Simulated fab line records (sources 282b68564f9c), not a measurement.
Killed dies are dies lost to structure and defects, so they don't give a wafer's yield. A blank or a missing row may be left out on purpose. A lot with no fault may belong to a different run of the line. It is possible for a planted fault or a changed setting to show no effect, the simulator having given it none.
A lot that was struck, set against a sound lot | flow ritCmos | 21 out of 202 route steps
Sound: these wafers, L492.2, L492.3, L492.5. Wafers L501.2, L501.5, L501.6 were the ones struck. The cause is named last.
Each step with rows lists, per side, the tool, then ch with its chambers, then its first start. Under that, the readings that differ: sound wafers | struck wafers | difference of the means | sigmas: that difference in standard deviations of wafers without a fault.
alike: words and numbers the same on both sides, and readings whose means are apart by under 2 such deviations; not compared: readings that were withheld, readings missing a value for some wafer, numbers with overlapping values and no deviation given by the record, and bounds like >300 which may hide the same value.
Wherever a step has rows on one side only, a row that says differs or no value, or a row with sigmas, the two part there. Non-overlapping numbers with no deviation appear without sigmas and do not part them. Lack of a reading on every wafer of one side parts them only where that side has two or more wafers.

first, 6 steps without rows for these wafers: RIT_NWELL_HMDS_00 (prime time 60 s); RIT_NWELL_COAT_01 (resist thk 1300 nm); RIT_NWELL_SOFTBAKE_02 (time 60 s); RIT_NWELL_EXPOSE_03 (exposes mask M2, target cd 43900 nm); RIT_NWELL_PEB_04; RIT_NWELL_DEVELOP_05 (develop time 68 s).
RIT_NWELL_OVL_MEAS_06:
  sound: overlay-02 at day 2 23:46; struck: overlay-02 at day 4 21:48
  alike: NWELL_OVL
then, 2 steps without rows for these wafers: RIT_NWELL_HARDBAKE_07 (time 120 s); RIT_NWELL_IMPLANT_08.
RIT_NWELL_STRIP_09: strips in O2, time 180 s.
  sound on plasmaAsher-02 ch 0,1, day 3 00:11; struck on plasmaAsher-01 ch 0,1, day 4 22:14
  alike: drypumpMotorCurrentA
  not compared: rfHoursCounterH
RIT_NWELL_TW_MEAS_10:
  sound: filmMetro-02 at day 3 00:23; struck: filmMetro-01 at day 4 22:25
  alike: NWELL_TW
then, 1 step without rows for these wafers: RIT_PWELL_HMDS_00 (prime time 60 s).
RIT_PWELL_COAT_01: resist thk 1300 nm.
  sound on lithoTrack-02 ch 0, day 3 00:36; struck on lithoTrack-01 ch 0, day 4 22:38
reading                                   | sound                | struck               | difference | sigmas
spinSpeedRpm (rpm)                        | 2000.6 2000.9 1999.6 | 1956.5 1955.5 1955.5 | -44.5      | -32
model.NOVOLAK_of_PWELL_COAT_01.thkNm (nm) | 1298 1298 1301       | 1319 1319 1319       | +20        | 
  alike: chillPlateTempC
then, 4 steps without rows for these wafers: RIT_PWELL_SOFTBAKE_02 (time 60 s); RIT_PWELL_EXPOSE_03 (exposes mask M3, target cd 43700 nm); RIT_PWELL_PEB_04; RIT_PWELL_DEVELOP_05 (develop time 68 s).
RIT_PWELL_OVL_MEAS_06:
  sound: overlay-02 at day 3 01:19; struck: overlay-02 at day 4 23:22
  alike: PWELL_OVL
RIT_PWELL_HARDBAKE_07: time 120 s.
  sound on lithoTrack-01 ch 0, day 3 01:23; struck on lithoTrack-01 ch 0, day 4 23:26
reading                                   | sound          | struck         | difference | sigmas
model.NOVOLAK_of_PWELL_COAT_01.thkNm (nm) | 1136 1135 1137 | 1153 1153 1153 | +17        | 
  alike: chillPlateTempC
after that, 1 step had no rows for these wafers: RIT_PWELL_IMPLANT_08.
RIT_M1_PROBE_99:
  sound: prober-02 at day 4 15:29; struck: prober-01 at day 6 15:55
reading          | sound | struck | difference | sigmas
killedAtContacts | 0 0 0 | 0 1 1  | +1         | +3
  alike: killedAtFrontEnd, killedDies, killedOpen, killedShort

== WHERE THEY PART ==
Last at RIT_M1_PROBE_99 as far as this record goes, first at RIT_PWELL_COAT_01.

WHY: what had been put in by the simulator
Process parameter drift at RIT_PWELL_COAT_01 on lithoTrack-01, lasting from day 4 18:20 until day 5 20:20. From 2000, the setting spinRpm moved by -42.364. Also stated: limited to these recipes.
